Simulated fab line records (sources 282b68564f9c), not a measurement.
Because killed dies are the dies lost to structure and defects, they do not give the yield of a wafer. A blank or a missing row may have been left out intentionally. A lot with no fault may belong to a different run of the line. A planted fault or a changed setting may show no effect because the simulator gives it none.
What tool caused it? | flow rit-cmos | 15 lots, 45 wafers sampled, at 3 steps of a route of 202

WHAT THE GAUGES SHOWED, per wafer
RIT_M1_RS_MEAS_01: measures by four-point-probe. Usual: M1_AL_RS 0.0735 ohm/sq, standard deviation 0.00076.
lot  | measured    | on            | M1_AL_RS (ohm/sq)    | flag
L134 | day 3 09:56 | film-metro-03 | 0.0734 0.0728 0.0729 |
L135 | day 3 14:49 | film-metro-04 | 0.0735 0.0743 0.0734 |
L136 | day 3 16:53 | film-metro-03 | 0.0740 0.0741 0.0742 |
L138 | day 4 10:27 | film-metro-04 | 0.0737 0.0732 0.0744 |
L140 | day 4 17:44 | film-metro-02 | 0.0750 0.0739 0.0741 |
L139 | day 4 17:58 | film-metro-03 | 0.0742 0.0735 0.0739 |
L142 | day 5 08:55 | film-metro-04 | 0.0725 0.0730 0.0721 |
L145 | day 5 22:57 | film-metro-03 | - - -                | OFF
L146 | day 6 01:13 | film-metro-04 | - - -                | OFF
L147 | day 6 04:16 | film-metro-04 | - - -                | OFF
L149 | day 6 11:43 | film-metro-03 | 0.0736 0.0741 0.0727 |
L154 | day 7 18:53 | film-metro-03 | 0.0730 0.0729 0.0735 |
L155 | day 7 23:07 | film-metro-02 | 0.0746 0.0733 0.0735 |
L156 | day 8 04:56 | film-metro-04 | 0.0727 0.0723 0.0723 |
L157 | day 8 17:04 | film-metro-04 | 0.0729 0.0730 0.0733 |

RIT_M1_THK_MEAS_02: measures by xrf. Usual: M1_AL_THK 408 nm, standard deviation 5.2.
lot  | measured    | on            | M1_AL_THK (nm) | flag
L134 | day 3 10:02 | film-metro-03 | 410 414 413    |
L135 | day 3 14:56 | film-metro-04 | 406 401 405    |
L136 | day 3 16:59 | film-metro-03 | 406 408 406    |
L138 | day 4 10:34 | film-metro-04 | 404 407 402    |
L140 | day 4 17:50 | film-metro-02 | 396 404 402    |
L139 | day 4 18:04 | film-metro-03 | 403 407 406    |
L142 | day 5 09:02 | film-metro-04 | 415 409 418    |
L145 | day 5 23:03 | film-metro-03 | <1 <1 <1       | OFF
L146 | day 6 01:19 | film-metro-04 | <0 <0 <0       | OFF
L147 | day 6 04:23 | film-metro-04 | <0 <0 <0       | OFF
L149 | day 6 11:49 | film-metro-03 | 410 410 414    |
L154 | day 7 19:01 | film-metro-03 | 411 413 411    |
L155 | day 7 23:14 | film-metro-02 | 396 404 404    |
L156 | day 8 05:04 | film-metro-04 | 411 410 413    |
L157 | day 8 17:11 | film-metro-04 | 410 407 407    |

EACH LOT AND THE TOOL THAT RAN IT (in order: tool; ch and the chambers of the sampled wafers; start)
lot  | RIT_M1_SPUTTER_00
L134 | pvd-sputter-01, day 3 09:35
L135 | pvd-sputter-03, day 3 14:31
L136 | pvd-sputter-01, day 3 16:33
L138 | pvd-sputter-03, day 4 10:09
L140 | pvd-sputter-04, day 4 17:25
L139 | pvd-sputter-03, day 4 17:39
L142 | pvd-sputter-03, day 5 08:38
L145 | pvd-sputter-03, day 5 22:37
L146 | pvd-sputter-01, day 6 00:53
L147 | pvd-sputter-03, day 6 03:58
L149 | pvd-sputter-03, day 6 11:23
L154 | pvd-sputter-01, day 7 18:36
L155 | pvd-sputter-03, day 7 22:49
L156 | pvd-sputter-01, day 8 04:38
L157 | pvd-sputter-03, day 8 16:46
- RIT_M1_SPUTTER_00: material Al, target thk 400 nm, time 500 s.

AS READ BY THE TOOLS THEMSELVES (means over the sampled wafers that have a number; for cases with no such wafer, the mark the record gives instead)
RIT_M1_SPUTTER_00. Usual: cathode-dc-power-W 2000.0 W, standard deviation 0.37; chamber-pressure-pa 0.4000 Pa, standard deviation 0.0008; throttle-valve-pct 29.7 %, standard deviation 1.1.
lot  | tool           | cathode-dc-power-W (W) | chamber-pressure-pa (Pa) | throttle-valve-pct (%) | flag
L134 | pvd-sputter-01 | 1999.6                 | 0.4003                   | 30.6                   |
L135 | pvd-sputter-03 | 2000.1                 | 0.4001                   | 30.2                   |
L136 | pvd-sputter-01 | 2000.2                 | 0.3999                   | 29.6                   |
L138 | pvd-sputter-03 | 1999.8                 | 0.3998                   | 28.9                   |
L140 | pvd-sputter-04 | 2000.1                 | 0.3999                   | 30.1                   |
L139 | pvd-sputter-03 | 2000.1                 | 0.4000                   | 29.2                   |
L142 | pvd-sputter-03 | 2000.1                 | 0.3999                   | 30.0                   |
L145 | pvd-sputter-03 | -                      | -                        | -                      | OFF
L146 | pvd-sputter-01 | -                      | -                        | -                      | OFF
L147 | pvd-sputter-03 | -                      | -                        | -                      | OFF
L149 | pvd-sputter-03 | 2000.0                 | 0.3999                   | 29.3                   |
L154 | pvd-sputter-01 | 2000.1                 | 0.3995                   | 29.8                   |
L155 | pvd-sputter-03 | 2000.0                 | 0.3993                   | 29.2                   |
L156 | pvd-sputter-01 | 2000.1                 | 0.4006                   | 30.4                   |
L157 | pvd-sputter-03 | 2000.0                 | 0.4003                   | 29.7                   |

THE ANSWER, worked out from the rows above alone
Rule: lot off if the mean of its wafers having a number is beyond 3 standard deviations from the usual mean. A lot without any number at a reading at which 4 lots or more have one is off too. Any other lot the step has rows for is counted as sound. First the gauges in route order, then the tools' own readings, where a lot's mean is used as printed above. At the first step where some lot is off, the reading lying furthest off is the one used; lots without a number count as furthest.
Off: L145, L146, L147, seen at RIT_M1_RS_MEAS_01 (M1_AL_RS). Without a number there: L145, L146, L147.
If a tool, at a process step before that reading, ran all the lots that are off and no sound lot after the first of them, it fits. Not tried: the gauges at RIT_M1_RS_MEAS_01; whatever is off there is also off at RIT_M1_SPUTTER_00, on other tools, and gauge error can't account for it. No candidate that was tried fits.

WHAT THE SIMULATOR HAD INSERTED
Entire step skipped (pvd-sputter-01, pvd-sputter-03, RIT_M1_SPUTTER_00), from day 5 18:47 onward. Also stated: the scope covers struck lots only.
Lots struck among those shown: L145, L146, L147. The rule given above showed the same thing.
